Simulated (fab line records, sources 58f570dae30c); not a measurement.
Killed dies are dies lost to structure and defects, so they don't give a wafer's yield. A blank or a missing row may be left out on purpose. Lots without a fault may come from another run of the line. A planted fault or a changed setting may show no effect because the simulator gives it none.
Which tool did it? | flow berkeley_cmos170 | 16 lots, 48 wafers sampled, at 4 steps of a route of 331

WHAT THE GAUGES READ, wafer by wafer
UCB170_SCREENOX_THK_MEAS_02. Usual: SCREENOX_OXIDE_THK 14.4 nm, standard deviation 0.34.
lot  | measured     | on            | SCREENOX_OXIDE_THK (nm) | flag
L455 | day 6 03:05  | film_metro-02 | 14.5 14.7 14.4          |
L457 | day 6 03:05  | film_metro-01 | 14.8 14.7 14.7          |
L456 | day 6 03:06  | film_metro-03 | 14.7 14.7 14.9          |
L459 | day 6 19:37  | film_metro-03 | 14.4 14.7 14.6          |
L461 | day 6 19:38  | film_metro-02 | 14.5 14.4 14.3          |
L463 | day 7 01:41  | film_metro-03 | 14.6 14.4 14.6          |
L462 | day 7 01:42  | film_metro-02 | 14.7 14.8 14.5          |
L464 | day 7 09:46  | film_metro-03 | 14.6 14.2 14.3          |
L465 | day 7 22:36  | film_metro-01 | 13.9 13.9 13.5          |
L466 | day 8 05:42  | film_metro-03 | 14.6 14.7 14.6          |
L467 | day 8 05:42  | film_metro-01 | 13.9 14.1 13.7          |
L471 | day 8 15:35  | film_metro-02 | 15.0 14.8 14.5          |
L472 | day 9 02:41  | film_metro-02 | 14.7 14.8 14.6          |
L474 | day 9 12:38  | film_metro-03 | 14.4 14.1 14.4          |
L475 | day 10 08:34 | film_metro-01 | 14.2 14.2 14.3          |
L477 | day 10 10:26 | film_metro-01 | 14.0 14.0 13.8          |

UCB170_V2_CD_MEAS_12: target cd 700 nm. Usual: cd_nm 699.9 nm, standard deviation 1.5.
lot  | measured     | on        | cd_nm (nm)                          | flag
L455 | day 8 13:40  | cd_sem-01 | 700.8 701.3 700.9                   |
L457 | day 8 17:29  | cd_sem-02 | 700.0 700.3 701.5                   |
L456 | day 8 13:05  | cd_sem-01 | 700.8 700.5 702.4                   |
L459 | day 9 04:38  | cd_sem-02 | 696.1 695.9 697.1                   |
L461 | day 9 03:38  | cd_sem-01 | 700.3 699.4 700.7                   |
L463 | day 9 11:53  | cd_sem-01 | 698.6 698.1 699.5                   |
L462 | day 9 12:29  | cd_sem-02 | 730.5 730.8 731.3 730.1 730.7 731.5 | OFF
L464 | day 9 19:34  | cd_sem-01 | 724.8 722.9 723.6 724.5 723.1 723.8 | OFF
L465 | day 10 16:59 | cd_sem-01 | 719.8 721.6 721.0 719.8 721.6 720.6 | OFF
L466 | day 10 22:22 | cd_sem-01 | 699.3 698.7 699.1                   |
L467 | day 10 22:39 | cd_sem-01 | 714.1 712.7 714.4 713.9 712.9 714.5 | OFF
L471 | day 11 12:06 | cd_sem-02 | 697.9 699.2 699.2                   |
L472 | day 11 13:41 | cd_sem-02 | 701.3 701.3 700.2                   |
L474 | day 11 22:19 | cd_sem-01 | 700.6 699.6 700.6                   |
L475 | day 12 18:04 | cd_sem-02 | 697.7 698.3 696.4                   |
L477 | day 12 17:23 | cd_sem-02 | 702.9 703.9 703.1                   |

WHICH TOOL RAN EACH LOT (tool, then ch and the chambers of the sampled wafers, then the start)
lot  | UCB170_V1_ETCH_14                  | UCB170_V2_EXPOSE_09
L455 | rie_diel-04 ch 0,2,3, day 8 07:24  | krf_scanner-02 ch 0, day 8 13:03
L457 | rie_diel-03 ch 0,2,3, day 8 12:11  | krf_scanner-02 ch 0, day 8 17:06
L456 | rie_diel-03 ch 0,3, day 8 07:12    | krf_scanner-01 ch 0, day 8 11:55
L459 | rie_diel-04 ch 0,1, day 8 20:50    | krf_scanner-01 ch 0, day 9 03:40
L461 | rie_diel-03 ch 0,1,3, day 8 20:05  | krf_scanner-01 ch 0, day 9 03:00
L463 | rie_diel-02 ch 0,1,3, day 9 04:31  | krf_scanner-02 ch 0, day 9 11:30
L462 | rie_diel-04 ch 0,3, day 9 04:56    | krf_scanner-01 ch 0, day 9 12:05
L464 | rie_diel-03 ch 1,2,3, day 9 14:55  | krf_scanner-01 ch 0, day 9 19:10
L465 | rie_diel-03 ch 0,1,2, day 10 11:42 | krf_scanner-01 ch 0, day 10 16:36
L466 | rie_diel-02 ch 0,1,3, day 10 16:22 | krf_scanner-02 ch 0, day 10 21:46
L467 | rie_diel-03 ch 0,1, day 10 16:31   | krf_scanner-01 ch 0, day 10 22:01
L471 | rie_diel-02 ch 0,1,3, day 11 06:37 | krf_scanner-02 ch 0, day 11 11:43
L472 | rie_diel-04 ch 2,3, day 11 08:10   | krf_scanner-02 ch 0, day 11 13:14
L474 | rie_diel-02 ch 0,1,2, day 11 16:25 | krf_scanner-02 ch 0, day 11 21:40
L475 | rie_diel-02 ch 0,1,2, day 12 11:36 | krf_scanner-02 ch 0, day 12 17:40
L477 | rie_diel-04 ch 0,2, day 12 11:29   | krf_scanner-02 ch 0, day 12 16:59
- UCB170_V1_ETCH_14: etches SiO2 in CHF3/CF4/Ar, stops on Al, target depth 1250 nm, time 291 s.
- UCB170_V2_EXPOSE_09: exposes mask VIA2, target cd 700 nm.

WHAT THE TOOLS THEMSELVES READ (means of the sampled wafers that have a number; where no wafer has one, the mark that the record gives instead)
UCB170_V1_ETCH_14. Usual: drypump_motor_current_A 5.7 A, standard deviation 0.49; oes_product_au 0.868 a.u., standard deviation 0.0084; throttle_valve_pct 7.01 %, standard deviation 0.1.
lot  | tool        | drypump_motor_current_A (A) | oes_product_au (a.u.) | throttle_valve_pct (%) | flag
L455 | rie_diel-04 | 5.5                         | 0.865                 | 6.99                   |
L457 | rie_diel-03 | 5.9                         | 0.870                 | 6.95                   |
L456 | rie_diel-03 | 5.9                         | 0.870                 | 6.94                   |
L459 | rie_diel-04 | 5.5                         | 0.876                 | 7.07                   |
L461 | rie_diel-03 | 6.1                         | 0.866                 | 7.02                   |
L463 | rie_diel-02 | 5.3                         | 0.866                 | 6.95                   |
L462 | rie_diel-04 | 5.8                         | 0.867                 | 7.02                   |
L464 | rie_diel-03 | 5.9                         | 0.866                 | 7.02                   |
L465 | rie_diel-03 | 6.1                         | 0.869                 | 7.03                   |
L466 | rie_diel-02 | 5.3                         | 0.871                 | 6.94                   |
L467 | rie_diel-03 | 6.3                         | 0.865                 | 7.09                   |
L471 | rie_diel-02 | 5.3                         | 0.865                 | 6.94                   |
L472 | rie_diel-04 | 5.6                         | 0.860                 | 6.92                   |
L474 | rie_diel-02 | 5.8                         | 0.880                 | 6.95                   |
L475 | rie_diel-02 | 5.8                         | 0.873                 | 6.93                   |
L477 | rie_diel-04 | 5.5                         | 0.867                 | 7.08                   |

UCB170_V2_EXPOSE_09. Usual: exposure_dose_mJ_cm2 37.00, standard deviation 0.034; reticle_temp_C 23.01 C, standard deviation 0.1.
lot  | tool           | exposure_dose_mJ_cm2 | reticle_temp_C (C) | flag
L455 | krf_scanner-02 | 37.05                | 23.02              |
L457 | krf_scanner-02 | 37.00                | 22.95              |
L456 | krf_scanner-01 | 37.05                | 23.01              |
L459 | krf_scanner-01 | 37.01                | 22.97              |
L461 | krf_scanner-01 | 36.98                | 22.90              |
L463 | krf_scanner-02 | 37.02                | 23.06              |
L462 | krf_scanner-01 | 43.96                | 22.94              | OFF
L464 | krf_scanner-01 | 42.58                | 23.07              | OFF
L465 | krf_scanner-01 | 41.45                | 22.97              | OFF
L466 | krf_scanner-02 | 36.98                | 23.04              |
L467 | krf_scanner-01 | 40.26                | 22.91              | OFF
L471 | krf_scanner-02 | 37.01                | 22.92              |
L472 | krf_scanner-02 | 36.97                | 23.10              |
L474 | krf_scanner-02 | 36.98                | 23.08              |
L475 | krf_scanner-02 | 37.03                | 22.97              |
L477 | krf_scanner-02 | 36.95                | 23.12              |

THE ANSWER, worked out from the rows above alone
Rule: a lot is off if the mean of its wafers that have a number lies more than 3 standard deviations from the usual mean. A lot without any number at a reading at which 4 lots or more have one is off too. The other lots that the step has rows for count as sound. The gauges are gone through in route order, then the tools' own readings, and for those a lot's mean is taken as printed above. The first step at which some lot is off is used, and at that step the reading that is off furthest; a lot without a number counts as furthest.
Off: L462, L464, L465, L467, at UCB170_V2_CD_MEAS_12 (cd_nm).
A tool fits if, at a process step before that reading, it ran every lot that is off, and no sound lot after the first of them. The gauges at UCB170_V2_CD_MEAS_12 aren't tried: what is off there is off at UCB170_V2_EXPOSE_09 too, on other tools, and a gauge's error can't cause that. One fits: krf_scanner-01 at UCB170_V2_EXPOSE_09. Its last sound lot is L459 (day 9 03:40), its first lot that is off L462 (day 9 12:05): a fault that began between those two fits.
The tool's own readings at UCB170_V2_EXPOSE_09 bear it out: on the lots that are off they differ by more than 5 times the standard deviation of the sound lots' means. exposure_dose_mJ_cm2 reads 42.06 there against 37.00 on the sound lots.

WHAT THE SIMULATOR HAD PUT IN
Process parameter drift: krf_scanner-01, from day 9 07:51 on, at UCB170_V2_EXPOSE_09. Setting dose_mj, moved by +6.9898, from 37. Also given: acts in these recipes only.
Lots struck among those shown: L462, L464, L465, L467. The rule above found the same.
